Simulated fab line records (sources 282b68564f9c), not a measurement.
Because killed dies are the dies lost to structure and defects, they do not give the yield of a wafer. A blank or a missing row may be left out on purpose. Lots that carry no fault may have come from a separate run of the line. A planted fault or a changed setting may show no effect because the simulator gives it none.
fab line records	flow rit-cmos
[record] lots = 5	wafers = 23
route steps=202 shown ACTIVE@2 NWELL@36 NRETRO@54 PRETRO@65 GATE@87 REOX@101 NLDD@104 PLDD@122 M1@202
start-h: hours from the record's first day to the start of the lot's first wafer shown	wait-h: how many hours have passed since the lot's step before this one	" repeats the value in the row above	L1.1+2: a row that stands for several wafers	- no value, or no start given	* or withheld: withheld	< > ~ a bound
route shown NAME@n: NAME is a module with steps in the file, n the number in the route of the first one	usual: average and standard deviation across the fault-free wafers	same: alike in all rows	chamber/n: place in a boat	sites: readings site by site	_std_site: the standard deviation of these	_edge_site: the outer-site mean with the inner-site mean subtracted	radius-mm: for every site, how far away it sits from the centre of the wafer	mask NAME#n: copy n	behind: the last tool/chamber to shape the wafer	hold: why the lot went on hold/how many hours it stayed there/how the hold came to an end	device: which transistor (n, p or np) failed to switch	end of line: at the end of the route, the tests of the same wafers	step lacking rows: just its recipe	killed: the dies lost at the first sort to structure and to defects; this is not the yield of the wafer	map: per-die view of a wafer (x killed, . not killed, _ where there is no die)
set.NAME: the setting the step ran with; set.NAME@STEP: the setting that earlier step ran with	model.NAME: the simulator's own value behind a step, which no gauge read
lots with deliberately changed settings; one table per step, one row per wafer
[[steps]]
[step RIT_ACTIVE_OXIDATION_01]
[recipe] temp-c = 1000	ambient = O2	target-thk-a = 468	ox-time-s = 3360
lot.wafer	tool	chamber	start-h	wait-h	set.ox-time-s	model.SiO2_of_ACTIVE_OXIDATION_01.thk-nm
L075.2	-	-	-	0.5	3486	47.33
L075.3	"	-	"	"	3486	46.9
L075.4	"	-	"	"	3486	46.92
L075.5	"	-	"	"	3486	46.93
L075.6	"	-	"	"	3486	47.37
L077.2	-	-	-	1.3	3533	49.62
L077.3	"	-	"	"	3533	48.78
L077.4	"	-	"	"	3533	48.85
L077.5	"	-	"	"	3533	49.04
L077.6	"	-	"	"	3533	49.2
L078.3	furnace-01	0	30.55	0.5	3360	45.79
L078.5	"	0	"	"	3360	45.91
L078.6	"	0	"	"	3360	46.21
L080.2	-	-	-	1.1	3660	49.1
L080.3	"	-	"	"	3660	48.84
L080.4+6	"	-	"	"	3660	48.93
L080.5	"	-	"	"	3660	49.37
L084.1	-	-	-	1.0	3025	44.98
L084.2	"	-	"	"	3025	43.93
L084.3	"	-	"	"	3025	44.15
L084.4	"	-	"	"	3025	45.15
L084.5	"	-	"	"	3025	44.06
[step RIT_ACTIVE_COAT_06]
[recipe] resist = NOVOLAK	spin-rpm = 3250	resist-thk-nm = 1000
lot.wafer	tool	chamber	start-h	wait-h	set.spin-rpm	model.NOVOLAK_of_ACTIVE_COAT_06.thk-nm
L075.2	litho-track-02	0	19.20	0.1	3432	974.6
L075.3	"	0	"	"	3432	974.7
L075.4	"	0	"	"	3250	1003
L075.5	"	0	"	"	3250	1002
L075.6	"	0	"	"	3432	978.4
L077.2	litho-track-02	0	30.02	0.1	3365	983.2
L077.3	"	0	"	"	3250	999.3
L077.4	"	0	"	"	3365	983.3
L077.5	"	0	"	"	3365	982.3
L077.6	"	0	"	"	3250	998.9
L078.3	litho-track-03	0	34.22	0.1	3250	1000
L078.5	"	0	"	"	3250	1005
L078.6	"	0	"	"	3250	1002
L080.2	litho-track-02	0	44.90	0.1	3250	1005
L080.3+4	"	0	"	"	3250	1001
L080.5	"	0	"	"	3250	1004
L080.6	"	0	"	"	3250	1002
L084.1	litho-track-02	0	65.31	0.1	3250	998.1
L084.2	"	0	"	"	3250	999.8
L084.3	"	0	"	"	3250	1000
L084.4	"	0	"	"	3250	1004
L084.5	"	0	"	"	3250	1001
[step RIT_ACTIVE_SOFTBAKE_07]
[recipe] resist = NOVOLAK	temp-c = 90.54	time-s = 60
[step RIT_ACTIVE_EXPOSE_08]
[recipe] mask-id = M1	na = 0.6	source-shape = conventional	sigma-outer = 0.6	target-cd-nm = 1400	dose-mj = 225
[step RIT_ACTIVE_DEVELOP_10]
[recipe] resist = NOVOLAK	develop-time-s = 50	dev-temp-c = 23
[step RIT_ACTIVE_HARDBAKE_12]
[recipe] resist = NOVOLAK	temp-c = 140	time-s = 60
lot.wafer	tool	chamber	start-h	wait-h	set.spin-rpm@ACTIVE_COAT_06	model.NOVOLAK_of_ACTIVE_COAT_06.thk-nm
L075.2	litho-track-01	0	20.15	0.1	3432	861.5
L075.3	"	0	"	"	3432	861.6
L075.4	"	0	"	"	3250	886.3
L075.5	"	0	"	"	3250	885.6
L075.6	"	0	"	"	3432	864.9
L077.2+4	litho-track-01	0	30.84	0.1	3365	869.1
L077.3	"	0	"	"	3250	883.2
L077.5	"	0	"	"	3365	868.3
L077.6	"	0	"	"	3250	882.8
L078.3	litho-track-01	0	35.04	0.1	3250	884.1
L078.5	"	0	"	"	3250	888.4
L078.6	"	0	"	"	3250	885.5
L080.2	litho-track-01	0	45.85	0.1	3250	888.3
L080.3	"	0	"	"	3250	884.2
L080.4	"	0	"	"	3250	884.8
L080.5	"	0	"	"	3250	887
L080.6	"	0	"	"	3250	885.4
L084.1	litho-track-02	0	66.25	0.2	3250	882.1
L084.2	"	0	"	"	3250	883.6
L084.3	"	0	"	"	3250	883.8
L084.4	"	0	"	"	3250	887.5
L084.5	"	0	"	"	3250	884.5
[step RIT_NWELL_IMPLANT_08]
[recipe] species = P	energy-kev = 170	dose-cm2 = 5e+13	tilt-deg = 7
lot.wafer	tool	chamber	start-h	wait-h	set.energy-kev	model.implant.rp-nm	model.implant.drp-nm
L075.2+3	implanter-04	0	28.70	0.2	170	211.9	68.82
L075.4+5+6	"	0	"	"	178.5	222.8	71.39
L077.2+6	implanter-04	0	38.09	0.2	170	210.5	68.82
L077.3+4+5	"	0	"	"	166.8	206.4	67.87
L078.3+5+6	implanter-04	0	43.37	0.2	170	222.8	68.82
L080.2+3+4+5+6	implanter-04	0	52.27	0.2	170	218.2	68.82
L084.1+2+4	implanter-03	0	73.29	0.2	179.4	238.3	71.66
L084.3+5	"	0	"	"	170	225.5	68.82
[step RIT_NRETRO_COAT_01]
[recipe] resist = NOVOLAK	spin-rpm = 2000	resist-thk-nm = 1300
lot.wafer	tool	chamber	start-h	wait-h	set.spin-rpm	model.NOVOLAK_of_NRETRO_COAT_01.thk-nm
L075.2	litho-track-02	0	36.73	0.1	2000	1308
L075.3+4	"	0	"	"	2076	1279
L075.5	"	0	"	"	2000	1302
L075.6	"	0	"	"	2076	1280
L077.2	litho-track-04	0	45.50	0.1	2000	1301
L077.3	"	0	"	"	1959	1318
L077.4	"	0	"	"	2000	1304
L077.5	"	0	"	"	1959	1316
L077.6	"	0	"	"	1959	1317
L078.3	litho-track-02	0	51.10	0.1	2000	1302
L078.5	"	0	"	"	2000	1303
L078.6	"	0	"	"	2000	1307
L080.2	litho-track-04	0	59.81	0.1	2000	1305
L080.3	"	0	"	"	2000	1306
L080.4	"	0	"	"	2048	1286
L080.5	"	0	"	"	2000	1308
L080.6	"	0	"	"	2048	1291
L084.1	litho-track-01	0	82.70	0.1	2000	1304
L084.2	"	0	"	"	1892	1344
L084.3	"	0	"	"	1892	1341
L084.4	"	0	"	"	1892	1339
L084.5	"	0	"	"	2000	1305
[step RIT_NRETRO_SOFTBAKE_02]
[recipe] resist = NOVOLAK	temp-c = 90	time-s = 60
[step RIT_NRETRO_EXPOSE_03]
[recipe] mask-id = M4	na = 0.57	target-cd-nm = 43900	dose-mj = 250
[step RIT_NRETRO_DEVELOP_05]
[recipe] resist = NOVOLAK	develop-time-s = 68	dev-temp-c = 23
[step RIT_NRETRO_HARDBAKE_07]
[recipe] resist = NOVOLAK	temp-c = 140	time-s = 120
lot.wafer	tool	chamber	start-h	wait-h	set.spin-rpm@NRETRO_COAT_01	model.NOVOLAK_of_NRETRO_COAT_01.thk-nm
L075.2	litho-track-04	0	37.70	0.1	2000	1143
L075.3+4+6	"	0	"	"	2076	1119
L075.5	"	0	"	"	2000	1138
L077.2	litho-track-01	0	46.28	0.1	2000	1138
L077.3	"	0	"	"	1959	1152
L077.4	"	0	"	"	2000	1140
L077.5+6	"	0	"	"	1959	1151
L078.3+5	litho-track-01	0	51.90	0.1	2000	1139
L078.6	"	0	"	"	2000	1143
L080.2	litho-track-02	0	60.72	0.1	2000	1141
L080.3	"	0	"	"	2000	1142
L080.4	"	0	"	"	2048	1125
L080.5	"	0	"	"	2000	1143
L080.6	"	0	"	"	2048	1129
L084.1	litho-track-02	0	83.59	0.0	2000	1140
L084.2	"	0	"	"	1892	1174
L084.3	"	0	"	"	1892	1172
L084.4	"	0	"	"	1892	1170
L084.5	"	0	"	"	2000	1141
[step RIT_PRETRO_COAT_01]
[recipe] resist = NOVOLAK	spin-rpm = 2000	resist-thk-nm = 1300
lot.wafer	tool	chamber	start-h	wait-h	set.resist-thk-nm	model.NOVOLAK_of_PRETRO_COAT_01.thk-nm
L075.2	litho-track-01	0	38.46	0.1	1300	1299
L075.3	"	0	"	"	1300	1304
L075.4+6	"	0	"	"	1300	1305
L075.5	"	0	"	"	1300	1306
L077.2	litho-track-01	0	47.05	0.1	1300	1301
L077.3	"	0	"	"	1278	1279
L077.4	"	0	"	"	1300	1299
L077.5	"	0	"	"	1300	1304
L077.6	"	0	"	"	1278	1281
L078.3	litho-track-03	0	52.65	0.1	1300	1303
L078.5	"	0	"	"	1300	1302
L078.6	"	0	"	"	1300	1306
L080.2+4	litho-track-02	0	61.49	0.1	1300	1301
L080.3+6	"	0	"	"	1300	1298
L080.5	"	0	"	"	1300	1302
L084.1+3	litho-track-02	0	84.38	0.1	1300	1301
L084.2+4	"	0	"	"	1333	1333
L084.5	"	0	"	"	1300	1302
[step RIT_PRETRO_HARDBAKE_07]
[recipe] resist = NOVOLAK	temp-c = 140	time-s = 120
lot.wafer	tool	chamber	start-h	wait-h	set.temp-c	set.resist-thk-nm@PRETRO_COAT_01	model.NOVOLAK_of_PRETRO_COAT_01.thk-nm
L075.2	litho-track-02	0	39.29	0.1	140	1300	1136
L075.3+4+6	"	0	"	"	140	1300	1141
L075.5	"	0	"	"	140	1300	1142
L077.2	litho-track-03	0	47.83	0.1	140	1300	1138
L077.3	"	0	"	"	140	1278	1119
L077.4	"	0	"	"	140	1300	1136
L077.5	"	0	"	"	140	1300	1141
L077.6	"	0	"	"	140	1278	1120
L078.3	litho-track-02	0	53.45	0.1	140	1300	1140
L078.5	"	0	"	"	140	1300	1138
L078.6	"	0	"	"	140	1300	1142
L080.2+4	litho-track-03	0	62.51	0.1	136.5	1300	1144
L080.3	"	0	"	"	140	1300	1135
L080.5	"	0	"	"	136.5	1300	1145
L080.6	"	0	"	"	140	1300	1136
L084.1	litho-track-03	0	85.14	0.0	140	1300	1138
L084.2	"	0	"	"	137.3	1333	1171
L084.3	"	0	"	"	137.3	1300	1143
L084.4	"	0	"	"	140	1333	1165
L084.5	"	0	"	"	137.3	1300	1144
[step RIT_GATE_COAT_11]
[recipe] resist = NOVOLAK	spin-rpm = 4250	resist-thk-nm = 850
lot.wafer	tool	chamber	start-h	wait-h	set.spin-rpm	model.NOVOLAK_of_GATE_COAT_11.thk-nm
L075.2	litho-track-03	0	46.40	0.1	4250	848.9
L075.3	"	0	"	"	4346	841.7
L075.4	"	0	"	"	4250	850.1
L075.5	"	0	"	"	4346	839.7
L075.6	"	0	"	"	4250	853
L077.2	litho-track-03	0	54.41	0.1	4468	827.9
L077.3	"	0	"	"	4468	826.2
L077.4	"	0	"	"	4468	828.7
L077.5	"	0	"	"	4250	848.8
L077.6	"	0	"	"	4250	848.4
L078.3	litho-track-04	0	58.31	0.1	4250	855.8
L078.5	"	0	"	"	4250	852.4
L078.6	"	0	"	"	4250	855.2
L080.2	litho-track-04	0	67.76	0.1	4250	853.3
L080.3	"	0	"	"	4250	852.1
L080.4	"	0	"	"	4250	850.9
L080.5	"	0	"	"	4406	837.6
L080.6	"	0	"	"	4406	838.1
L084.1	litho-track-04	0	90.57	0.1	4163	859.6
L084.2	"	0	"	"	4250	850.4
L084.3	"	0	"	"	4250	851.2
L084.4	"	0	"	"	4163	860.1
L084.5	"	0	"	"	4163	863.2
[step RIT_GATE_DEVELOP_15]
[recipe] resist = NOVOLAK	develop-time-s = 50	dev-temp-c = 23
lot.wafer	tool	chamber	start-h	wait-h	set.develop-time-s
L075.2+3+4+5+6	litho-track-03	0	-	-	50
L077.2+3+6	litho-track-04	0	-	-	43.8
L077.4+5	"	0	"	"	50
L078.3+5+6	litho-track-04	0	-	-	50
L080.2+6	litho-track-02	0	-	-	50
L080.3+4+5	"	0	"	"	54.36
L084.1+2+4	litho-track-04	0	-	-	57.12
L084.3+5	"	0	"	"	50
[step RIT_GATE_HARDBAKE_18]
[recipe] resist = NOVOLAK	temp-c = 140	time-s = 60
lot.wafer	tool	chamber	start-h	wait-h	set.spin-rpm@GATE_COAT_11	model.NOVOLAK_of_GATE_COAT_11.thk-nm
L075.2	litho-track-04	0	47.42	0.0	4250	751.5
L075.3	"	0	"	"	4346	745.2
L075.4	"	0	"	"	4250	752.6
L075.5	"	0	"	"	4346	743.5
L075.6	"	0	"	"	4250	755.1
L077.2	litho-track-02	0	55.39	0.0	4468	733.2
L077.3	"	0	"	"	4468	731.7
L077.4	"	0	"	"	4468	733.8
L077.5	"	0	"	"	4250	751.5
L077.6	"	0	"	"	4250	751.1
L078.3	litho-track-02	0	59.16	0.1	4250	757.6
L078.5	"	0	"	"	4250	754.6
L078.6	"	0	"	"	4250	757.1
L080.2	litho-track-04	0	68.74	0.0	4250	755.4
L080.3	"	0	"	"	4250	754.3
L080.4	"	0	"	"	4250	753.3
L080.5	"	0	"	"	4406	741.6
L080.6	"	0	"	"	4406	742.1
L084.1	litho-track-04	0	91.55	0.0	4163	760.9
L084.2	"	0	"	"	4250	752.8
L084.3	"	0	"	"	4250	753.6
L084.4	"	0	"	"	4163	761.3
L084.5	"	0	"	"	4163	764.1
[step RIT_GATE_ETCH_19]
[recipe] chemistry = SF6/CHF3/O2	time-s = 171.6	SF6_flow_sccm = 30	CHF3_flow_sccm = 30	O2_flow_sccm = 5	target = poly-Si	pressure-mtorr = 40	rf-w = 160	target-depth-a = 3125	over-etch-frac = 0.25	stop-on = SiO2
lot.wafer	tool	chamber	start-h	wait-h	set.spin-rpm@GATE_COAT_11	set.develop-time-s@GATE_DEVELOP_15	model.NOVOLAK_of_GATE_COAT_11.thk-nm	model.GATE.cd-nm
L075.2	rie-si-01	3	47.55	0.1	4250	50	664	154.6
L075.3	"	0	"	"	4346	50	662.1	150
L075.4	"	1	"	"	4250	50	664.5	156.2
L075.5	"	3	"	"	4346	50	655.4	153.3
L075.6	"	2	"	"	4250	50	666	153.8
L077.2	rie-si-01	0	55.51	0.1	4468	43.8	649.9	171.7
L077.3	"	1	"	"	4468	43.8	644.3	169
L077.4	"	2	"	"	4468	50	644.8	146.2
L077.5	"	3	"	"	4250	50	665	151.5
L077.6	"	0	"	"	4250	43.8	667.1	-
L078.3	rie-si-01	3	59.26	0.1	4250	50	670.4	151.4
L078.5	"	2	"	"	4250	50	665.7	151.5
L078.6	"	1	"	"	4250	50	670.6	152.8
L080.2	rie-si-01	2	68.86	0.1	4250	50	665.8	148.9
L080.3	"	1	"	"	4250	54.36	666.3	137.9
L080.4	"	3	"	"	4250	54.36	665.9	134.6
L080.5	"	1	"	"	4406	54.36	654.3	-
L080.6	"	0	"	"	4406	50	658.6	149.1
L084.1	rie-si-01	2	91.70	0.1	4163	57.12	670.8	-
L084.2	"	1	"	"	4250	57.12	664.5	-
L084.3	"	3	"	"	4250	50	666.1	150.1
L084.4	"	1	"	"	4163	57.12	673.6	-
L084.5	"	3	"	"	4163	50	676.6	154.1
[step RIT_REOX_OXIDATION_03]
[recipe] temp-c = 900	ambient = O2	target-thk-a = 252	ox-time-s = 5580
lot.wafer	tool	chamber	start-h	wait-h	set.ox-time-s	model.SiO2_of_REOX_OXIDATION_03.thk-nm
L075.2	-	-	-	0.0	6292	27.04
L075.3	"	-	"	"	6292	27.45
L075.4	"	-	"	"	6292	27.14
L075.5	"	-	"	"	6292	27.42
L075.6	"	-	"	"	6292	27.17
L077.2	-	-	-	0.1	5967	26.28
L077.3	"	-	"	"	5967	25.97
L077.4	"	-	"	"	5967	26.27
L077.5	"	-	"	"	5967	26.54
L077.6	"	-	"	"	5967	26.22
L078.3	furnace-04	0	60.48	0.4	5580	25.02
L078.5	"	0	"	"	5580	25.23
L078.6	"	0	"	"	5580	25.22
L080.2	-	-	-	0.2	5073	24.05
L080.3	"	-	"	"	5073	24.09
L080.4	"	-	"	"	5073	23.8
L080.5	"	-	"	"	5073	24
L080.6	"	-	"	"	5073	23.87
L084.1	-	-	-	0.6	6171	26.36
L084.2	"	-	"	"	6171	26.25
L084.3	"	-	"	"	6171	26.32
L084.4	"	-	"	"	6171	25.81
L084.5	"	-	"	"	6171	26.37
[step RIT_REOX_THK_MEAS_04]
[recipe] reads = SiO2_of_REOX_OXIDATION_03
[usual] REOX_OXIDE_THK = 25.2/0.38
lot.wafer	tool	chamber	start-h	wait-h	set.ox-time-s@REOX_OXIDATION_03	REOX_OXIDE_THK[nm]
L075.2	film-metro-03	-	-	-	6292	27.0
L075.3	"	-	"	"	6292	27.4
L075.4	"	-	"	"	6292	27.2
L075.5	"	-	"	"	6292	27.5
L075.6	"	-	"	"	6292	27.2
L077.2	film-metro-02	-	-	-	5967	26.3
L077.3	"	-	"	"	5967	25.9
L077.4	"	-	"	"	5967	26.3
L077.5	"	-	"	"	5967	26.5
L077.6	"	-	"	"	5967	26.2
L078.3	film-metro-04	-	63.05	0.0	5580	25.0
L078.5	"	-	"	"	5580	25.2
L078.6	"	-	"	"	5580	25.2
L080.2	film-metro-02	-	-	-	5073	24.0
L080.3	"	-	"	"	5073	24.1
L080.4	"	-	"	"	5073	23.7
L080.5	"	-	"	"	5073	24.0
L080.6	"	-	"	"	5073	23.8
L084.1	film-metro-02	-	-	-	6171	26.4
L084.2	"	-	"	"	6171	26.2
L084.3	"	-	"	"	6171	26.3
L084.4	"	-	"	"	6171	25.8
L084.5	"	-	"	"	6171	26.4
[step RIT_NLDD_COAT_01]
[recipe] resist = NOVOLAK	spin-rpm = 3250	resist-thk-nm = 1000
lot.wafer	tool	chamber	start-h	wait-h	set.resist-thk-nm	model.NOVOLAK_of_NLDD_COAT_01.thk-nm
L075.2	litho-track-04	0	51.14	0.1	981.6	982.3
L075.3	"	0	"	"	981.6	983.6
L075.4	"	0	"	"	1000	1002
L075.5	"	0	"	"	981.6	984.7
L075.6	"	0	"	"	1000	1003
L077.2	litho-track-04	0	59.16	0.1	1000	1004
L077.3	"	0	"	"	948.3	951.3
L077.4	"	0	"	"	948.3	951.2
L077.5	"	0	"	"	1000	1005
L077.6	"	0	"	"	948.3	952.2
L078.3	litho-track-04	0	63.29	0.1	1000	998
L078.5	"	0	"	"	1000	997.8
L078.6	"	0	"	"	1000	999.6
L080.2	litho-track-04	0	72.66	0.1	1000	995.4
L080.3	"	0	"	"	1000	999.1
L080.4	"	0	"	"	1000	995.8
L080.5	"	0	"	"	1000	994.7
L080.6	"	0	"	"	1000	999.5
L084.1	litho-track-04	0	95.89	0.1	1000	1003
L084.2	"	0	"	"	1050	1055
L084.3	"	0	"	"	1000	1004
L084.4	"	0	"	"	1000	1005
L084.5	"	0	"	"	1050	1057
[step RIT_NLDD_HARDBAKE_07]
[recipe] resist = NOVOLAK	temp-c = 140	time-s = 60
lot.wafer	tool	chamber	start-h	wait-h	set.temp-c	set.resist-thk-nm@NLDD_COAT_01	model.NOVOLAK_of_NLDD_COAT_01.thk-nm
L075.2	litho-track-03	0	51.87	0.0	140	981.6	868.3
L075.3	"	0	"	"	141.5	981.6	867.5
L075.4	"	0	"	"	141.5	1000	883.9
L075.5	"	0	"	"	140	981.6	870.3
L075.6	"	0	"	"	140	1000	886
L077.2	litho-track-03	0	59.89	0.0	140	1000	887
L077.3	"	0	"	"	140	948.3	841.1
L077.4	"	0	"	"	140	948.3	841
L077.5	"	0	"	"	140	1000	887.9
L077.6	"	0	"	"	140	948.3	841.9
L078.3	litho-track-04	0	64.03	0.1	140	1000	882.1
L078.5	"	0	"	"	140	1000	881.8
L078.6	"	0	"	"	140	1000	883.5
L080.2	litho-track-01	0	73.39	0.0	142.1	1000	877
L080.3	"	0	"	"	140	1000	882.9
L080.4	"	0	"	"	140	1000	880
L080.5	"	0	"	"	142.1	1000	876.4
L080.6	"	0	"	"	142.1	1000	880.6
L084.1	litho-track-01	0	96.71	0.0	140	1000	886.2
L084.2	"	0	"	"	140	1050	931.8
L084.3	"	0	"	"	137.5	1000	891
L084.4	"	0	"	"	137.5	1000	892.1
L084.5	"	0	"	"	140	1050	933.7
[step RIT_PLDD_IMPLANT_08]
[recipe] species = BF2	energy-kev = 20	dose-cm2 = 9e+14	tilt-deg = 7
lot.wafer	tool	chamber	start-h	wait-h	set.dose-cm2
L075.2+6	implanter-02	0	53.57	0.1	8.764e+14
L075.3+4+5	"	0	"	"	9e+14
L077.2+5+6	implanter-04	0	61.46	0.1	9e+14
L077.3+4	"	0	"	"	8.381e+14
L078.3+5+6	implanter-04	0	65.72	0.1	9e+14
L080.2+3+6	implanter-01	0	74.98	0.1	8.807e+14
L080.4+5	"	0	"	"	9e+14
L084.1+2	implanter-04	0	98.64	0.1	9e+14
L084.3+4+5	"	0	"	"	9.328e+14
[step RIT_PLDD_STRIP_09]
[recipe] chemistry = O2	time-s = 180	resist = NOVOLAK	platen-temp-c = withheld	power-w = 500	pressure-mtorr = 4000	o2-flow-sccm = 4000
[step RIT_PLDD_TW_MEAS_10]
[usual] PLDD_TW = 2347/8.9
lot.wafer	tool	chamber	start-h	wait-h	set.dose-cm2@PLDD_IMPLANT_08	PLDD_TW
L075.2	film-metro-03	-	53.88	0.1	8.764e+14	2333
L075.3	"	-	"	"	9e+14	2343
L075.4	"	-	"	"	9e+14	2354
L075.5	"	-	"	"	9e+14	2349
L075.6	"	-	"	"	8.764e+14	2342
L077.2	film-metro-03	-	61.77	0.1	9e+14	2351
L077.3	"	-	"	"	8.381e+14	2299
L077.4	"	-	"	"	8.381e+14	2306
L077.5	"	-	"	"	9e+14	2338
L077.6	"	-	"	"	9e+14	2348
L078.3	film-metro-03	-	66.02	0.1	9e+14	2348
L078.5	"	-	"	"	9e+14	2358
L078.6	"	-	"	"	9e+14	2349
L080.2	film-metro-04	-	75.29	0.1	8.807e+14	2336
L080.3	"	-	"	"	8.807e+14	2327
L080.4	"	-	"	"	9e+14	2339
L080.5	"	-	"	"	9e+14	2338
L080.6	"	-	"	"	8.807e+14	2343
L084.1	film-metro-03	-	98.96	0.1	9e+14	2356
L084.2	"	-	"	"	9e+14	2362
L084.3	"	-	"	"	9.328e+14	2389
L084.4	"	-	"	"	9.328e+14	2380
L084.5	"	-	"	"	9.328e+14	2380
[step RIT_M1_PROBE_99]
lot.wafer	tool	chamber	start-h	wait-h	set.develop-time-s@GATE_DEVELOP_15	model.etest.nmos_0p3.r-on-ohm-um	model.etest.nmos-turned.drive-ua-um	model.etest.pmos_0p15.r-on-ohm-um	model.etest.pmos_0p3.r-on-ohm-um	model.etest.pmos-turned.r-on-ohm-um
L075.2	prober-02	-	67.24	0.1	50	2239	279.7	3037	6562	3900
L075.3	prober-02	-	67.29	0.2	50	2195	276.2	2913	6373	3791
L075.4	prober-02	-	67.34	0.2	50	2213	277.3	3062	6507	3854
L075.5	prober-02	-	67.39	0.2	50	2244	273.2	3038	6506	3857
L075.6	prober-02	-	67.44	0.2	50	2227	278.2	2985	6496	3807
L077.2	prober-02	-	75.68	0.1	43.8	2351	271.5	3330	6841	4058
L077.3	prober-02	-	75.73	0.2	43.8	2327	282.8	3261	6872	3982
L077.4	prober-02	-	75.78	0.2	50	2167	303	2737	6358	3514
L077.5	prober-02	-	75.83	0.2	50	2244	287.2	2957	6592	3695
L077.6	prober-02	-	75.88	0.2	43.8	2399	267.2	3484	7053	4147
L078.3	prober-01	-	79.49	0.2	50	2156	335.8	2804	6363	3472
L078.5	prober-01	-	79.59	0.2	50	2174	329.4	2822	6384	3496
L078.6	prober-01	-	79.64	0.2	50	2178	328.6	2840	6336	3531
L080.2	prober-01	-	90.18	0.1	50	2052	357.2	2597	6033	3201
L080.3	prober-01	-	90.23	0.2	54.36	2008	381.6	2415	5924	3019
L080.4	prober-01	-	90.28	0.2	54.36	1987	399.4	2292	5663	2877
L080.5	prober-01	-	90.33	0.2	54.36	1981	399.4	2266	5736	2865
L080.6	prober-01	-	90.38	0.2	50	2088	358.1	2644	6112	3242
L084.1	prober-01	-	113.37	0.1	57.12	2007	346.8	2324	5846	3054
L084.2	prober-01	-	113.42	0.1	57.12	2095	341.4	2440	5945	3239
L084.3	prober-01	-	113.47	0.2	50	2181	298.9	2830	6328	3569
L084.4	prober-01	-	113.52	0.2	57.12	2042	353.1	2317	5857	3014
L084.5	prober-01	-	113.57	0.2	50	2153	294.3	2882	6355	3610
// killed by level:class
L078.3 FOX2:geometric-particle:open=3 FOX1:geometric-particle:open=1 GATE:geometric-particle:short=1 SILICIDE:geometric-particle:short=1
L078.5 FOX2:geometric-particle:open=2 FOX2:geometric-particle:short=1 SILICIDE:geometric-particle:open=1 SILICIDE:geometric-particle:short=1
L078.6 GATE:geometric-particle:short=2 SPACER:geometric-particle:open=1 SPACER:geometric-particle:short=1
[[key]]
[split] step = RIT_ACTIVE_OXIDATION_01	setting = ox-time-s	stated = 3360	by = lot
[response] step = RIT_ACTIVE_OXIDATION_01	reading = model.SiO2_of_ACTIVE_OXIDATION_01.thk-nm	change = +0.257	per = 1%	r = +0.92
[split] step = RIT_ACTIVE_COAT_06	setting = spin-rpm	stated = 3250	by = wafer
[response] step = RIT_ACTIVE_COAT_06	reading = model.NOVOLAK_of_ACTIVE_COAT_06.thk-nm	change = -4.7	per = 1%	r = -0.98
[response] step = RIT_ACTIVE_HARDBAKE_12	reading = model.NOVOLAK_of_ACTIVE_COAT_06.thk-nm	change = -4.11	per = 1%	r = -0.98
[split] step = RIT_NWELL_IMPLANT_08	setting = energy-kev	stated = 170	by = wafer
[response] step = RIT_NWELL_IMPLANT_08	reading = model.implant.rp-nm	change = +2.25	per = 1%	r = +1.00
[response] step = RIT_NWELL_IMPLANT_08	reading = model.implant.drp-nm	change = +0.513	per = 1%	r = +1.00
[split] step = RIT_NRETRO_COAT_01	setting = spin-rpm	stated = 2000	by = wafer
[response] step = RIT_NRETRO_COAT_01	reading = model.NOVOLAK_of_NRETRO_COAT_01.thk-nm	change = -6.8	per = 1%	r = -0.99
[response] step = RIT_NRETRO_HARDBAKE_07	reading = model.NOVOLAK_of_NRETRO_COAT_01.thk-nm	change = -5.86	per = 1%	r = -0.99
[split] step = RIT_PRETRO_COAT_01	setting = resist-thk-nm	stated = 1300	by = wafer
[response] step = RIT_PRETRO_COAT_01	reading = model.NOVOLAK_of_PRETRO_COAT_01.thk-nm	change = +12.6	per = 1%	r = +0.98
[response] step = RIT_PRETRO_HARDBAKE_07	reading = model.NOVOLAK_of_PRETRO_COAT_01.thk-nm	change = +10.7	per = 1%	r = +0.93
[split] step = RIT_PRETRO_HARDBAKE_07	setting = temp-c	stated = 140	by = wafer
response none clear
[split] step = RIT_GATE_COAT_11	setting = spin-rpm	stated = 4250	by = wafer
[response] step = RIT_GATE_COAT_11	reading = model.NOVOLAK_of_GATE_COAT_11.thk-nm	change = -4.14	per = 1%	r = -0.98
[response] step = RIT_GATE_HARDBAKE_18	reading = model.NOVOLAK_of_GATE_COAT_11.thk-nm	change = -3.62	per = 1%	r = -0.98
[response] step = RIT_GATE_ETCH_19	reading = model.NOVOLAK_of_GATE_COAT_11.thk-nm	change = -3.41	per = 1%	r = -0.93
[split] step = RIT_GATE_DEVELOP_15	setting = develop-time-s	stated = 50	by = wafer
[response] step = RIT_GATE_ETCH_19	reading = model.GATE.cd-nm	change = -1.64	per = 1%	r = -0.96
[response] step = RIT_M1_PROBE_99	reading = model.etest.pmos-turned.r-on-ohm-um	change = -35.2	per = 1%	r = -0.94
[response] step = RIT_M1_PROBE_99	reading = model.etest.pmos_0p3.r-on-ohm-um	change = -33.9	per = 1%	r = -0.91
[response] step = RIT_M1_PROBE_99	reading = model.etest.pmos_0p15.r-on-ohm-um	change = -37	per = 1%	r = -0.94
[response] step = RIT_M1_PROBE_99	reading = model.etest.nmos-turned.drive-ua-um	change = +3	per = 1%	r = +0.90
[response] step = RIT_M1_PROBE_99	reading = model.etest.nmos_0p3.r-on-ohm-um	change = -9.89	per = 1%	r = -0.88
[split] step = RIT_REOX_OXIDATION_03	setting = ox-time-s	stated = 5580	by = lot
[response] step = RIT_REOX_OXIDATION_03	reading = model.SiO2_of_REOX_OXIDATION_03.thk-nm	change = +0.137	per = 1%	r = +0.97
[response] step = RIT_REOX_THK_MEAS_04	reading = REOX_OXIDE_THK	change = +0.139	per = 1%	r = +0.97
[split] step = RIT_NLDD_COAT_01	setting = resist-thk-nm	stated = 1000	by = wafer
[response] step = RIT_NLDD_COAT_01	reading = model.NOVOLAK_of_NLDD_COAT_01.thk-nm	change = +10.3	per = 1%	r = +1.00
[response] step = RIT_NLDD_HARDBAKE_07	reading = model.NOVOLAK_of_NLDD_COAT_01.thk-nm	change = +8.76	per = 1%	r = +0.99
[split] step = RIT_NLDD_HARDBAKE_07	setting = temp-c	stated = 140	by = wafer
response none clear
[split] step = RIT_PLDD_IMPLANT_08	setting = dose-cm2	stated = 9e+14	by = wafer
[response] step = RIT_PLDD_TW_MEAS_10	reading = PLDD_TW	change = +5.8	per = 1%	r = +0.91
